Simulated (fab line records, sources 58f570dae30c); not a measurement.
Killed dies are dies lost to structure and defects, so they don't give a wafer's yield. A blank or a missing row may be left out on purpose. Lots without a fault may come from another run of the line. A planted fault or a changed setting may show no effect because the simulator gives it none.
Which tool did it? | flow berkeley_cmos170 | 7 lots, 21 wafers sampled, at 3 steps of a route of 331

WHAT THE GAUGES READ, wafer by wafer
UCB170_GATE_CD_MEAS_90: target cd 350 nm.
lot  | measured    | on        | cd_nm (nm)
L299 | day 7 01:24 | cd_sem-02 | 348.8 349.2 348.8
L301 | day 7 10:46 | cd_sem-02 | 349.4 350.2 350.7
L304 | day 8 03:16 | cd_sem-02 | 350.6 351.9 350.4
L306 | day 8 09:20 | cd_sem-02 | 350.6 349.6 351.4
L305 | day 8 12:27 | cd_sem-02 | 351.9 351.9 349.6
L310 | day 8 21:50 | cd_sem-01 | 347.0 348.0 347.0
L313 | day 9 09:25 | cd_sem-01 | - - -

WHICH TOOL RAN EACH LOT (tool, then ch and the chambers of the sampled wafers, then the start)
lot  | UCB170_GATE_ETCH_14               | UCB170_GATE_ETCH_15
L299 | rie_diel-01 ch 0,3, day 7 01:11   | rie_si-02 ch 0,2,3, day 7 01:14
L301 | rie_diel-02 ch 0,2,3, day 7 10:34 | rie_si-01 ch 0,1,3, day 7 10:37
L304 | rie_diel-02 ch 0,1,2, day 8 03:03 | rie_si-01 ch 1,2, day 8 03:06
L306 | rie_diel-01 ch 1,2,3, day 8 09:09 | rie_si-02 ch 1,2,3, day 8 09:11
L305 | rie_diel-03 ch 0,1,2, day 8 12:14 | rie_si-01 ch 0,2,3, day 8 12:17
L310 | rie_diel-03 ch 1,2,3, day 8 21:37 | rie_si-02 ch 0,1, day 8 21:40
L313 | rie_diel-01 ch 0,2, day 9 08:57   | rie_si-01 ch 0,2,3, day 9 08:59
- UCB170_GATE_ETCH_14: etches BARC in N2/H2.
- UCB170_GATE_ETCH_15: etches poly-Si in HBr/Cl2, stops on SiO2, time 56.3 s, target depth 278.2 nm.

THE ANSWER, worked out from the rows above alone
Rule: what is usual is taken from the lots themselves. Put in order of their means at a reading, lots are off if they are a third of the lots or fewer, leave a main group of 4 or more, and stand apart from it by a gap of 3 or more times the standard deviation of the main group's means; of several such gaps the widest counts. A main group whose means are all the same, to the digits that the tables above print for the reading, isn't used. A lot without any number at a reading at which 4 lots or more have one is off too. The other lots that the step has rows for count as sound.
Off: L313, at UCB170_GATE_CD_MEAS_90 (cd_nm). Without a number there: L313. The main group: mean 349.8 nm, standard deviation 1.3.
A tool fits if, at a process step before that reading, it ran every lot that is off, and no sound lot after the first of them. The gauges at UCB170_GATE_CD_MEAS_90 are tried like those tools. Can't be told from this: 3 tools fit, rie_diel-01 at UCB170_GATE_ETCH_14, rie_si-01 at UCB170_GATE_ETCH_15, cd_sem-01 at UCB170_GATE_CD_MEAS_90.

WHAT THE SIMULATOR HAD PUT IN
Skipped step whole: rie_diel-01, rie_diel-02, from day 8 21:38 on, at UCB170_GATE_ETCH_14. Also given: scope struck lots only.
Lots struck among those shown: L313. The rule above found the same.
